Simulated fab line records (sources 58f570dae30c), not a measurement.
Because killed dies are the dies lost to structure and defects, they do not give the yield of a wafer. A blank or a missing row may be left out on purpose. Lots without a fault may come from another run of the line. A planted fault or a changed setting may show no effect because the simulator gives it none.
2 desks looking at one fault | flow berkeley_cmos170 | every desk sees just its own numbers, and what lay behind them comes last

## THE TOOL OWNER'S DESK: rtp_anneal-01
The tool's own readings at UCB170_SILICIDE_RTA_04 (time 15 s): means of the sampled wafers that have a number, for each lot that ran on this tool. Any lot whose mean is over 4 standard deviations away from the usual mean is out of limits and marked OUT; that distance is given in the brackets.
Columns: A = lamp_power_pct at UCB170_SILICIDE_RTA_04, usual 10.6 %; B = wafer_temp_C_max at UCB170_SILICIDE_RTA_04, usual 653.8
lot  | first seen here | A    | B
L100 | day 8 04:59     | 11.6 | 653.5
L104 | day 9 11:45     | 11.6 | 653.8
L111 | day 10 21:36    | 11.6 | 654.7
L113 | day 11 17:58    | 11.6 | 654.7
This desk found nothing out of limits on any of the 4 lots.

## FROM THE METROLOGY DESK
Lot by lot, what the gauges showed, no matter which tool ran the lot: averages of those sampled wafers that carry a number. Any lot whose mean is over 4 standard deviations away from the usual mean is out of limits and marked OUT; that distance is given in the brackets. Only the readings that lie furthest out on some lot appear, 7 of the 12 it has.
Columns: A = NSD_RS at UCB170_SDANNEAL_RS_MEAS_03, usual 37.26 ohm/sq; B = SILICIDE_TI_RS at UCB170_SILICIDE_RS_MEAS_02, usual 26.0 ohm/sq; C = SILICIDE_TI_THK at UCB170_SILICIDE_THK_MEAS_03, usual 30.6 nm; D = CONTACT_PSG_THK at UCB170_CONTACT_THK_MEAS_02, usual 706 nm; E = cd_nm at UCB170_CONTACT_CD_MEAS_15, usual 699.9 nm; F = CONTACT_OVL at UCB170_CONTACT_OVL_MEAS_16, usual 2 nm; G = M1_AL_THK at UCB170_M1_THK_MEAS_02, usual 605 nm
lot  | first seen here | A     | B    | C    | D   | E     | F | G
L100 | day 8 04:14     | 37.22 | 26.5 | 30.0 | 712 | 697.7 | 1 | 601
L104 | day 9 11:00     | 37.24 | 25.8 | 31.1 | 691 | 701.5 | 6 | 602
L111 | day 10 20:50    | 37.10 | 26.2 | 30.7 | 702 | 700.3 | 8 | 600
L109 | day 10 21:13    | 37.22 | 25.9 | 30.5 | 702 | 701.5 | 9 | 612
L113 | day 11 17:13    | 37.18 | 26.8 | 29.8 | 706 | 698.4 | 3 | 602
L116 | day 12 05:35    | 37.35 | 26.5 | 30.3 | 705 | 698.5 | 0 | 595
This desk found nothing out of limits on any of the 6 lots.

## BROUGHT TOGETHER
Nothing out of limits was seen by the tool owner's desk.
Nothing out of limits was seen by the metrology desk.

## WHAT HAD BEEN PUT IN BY THE SIMULATOR
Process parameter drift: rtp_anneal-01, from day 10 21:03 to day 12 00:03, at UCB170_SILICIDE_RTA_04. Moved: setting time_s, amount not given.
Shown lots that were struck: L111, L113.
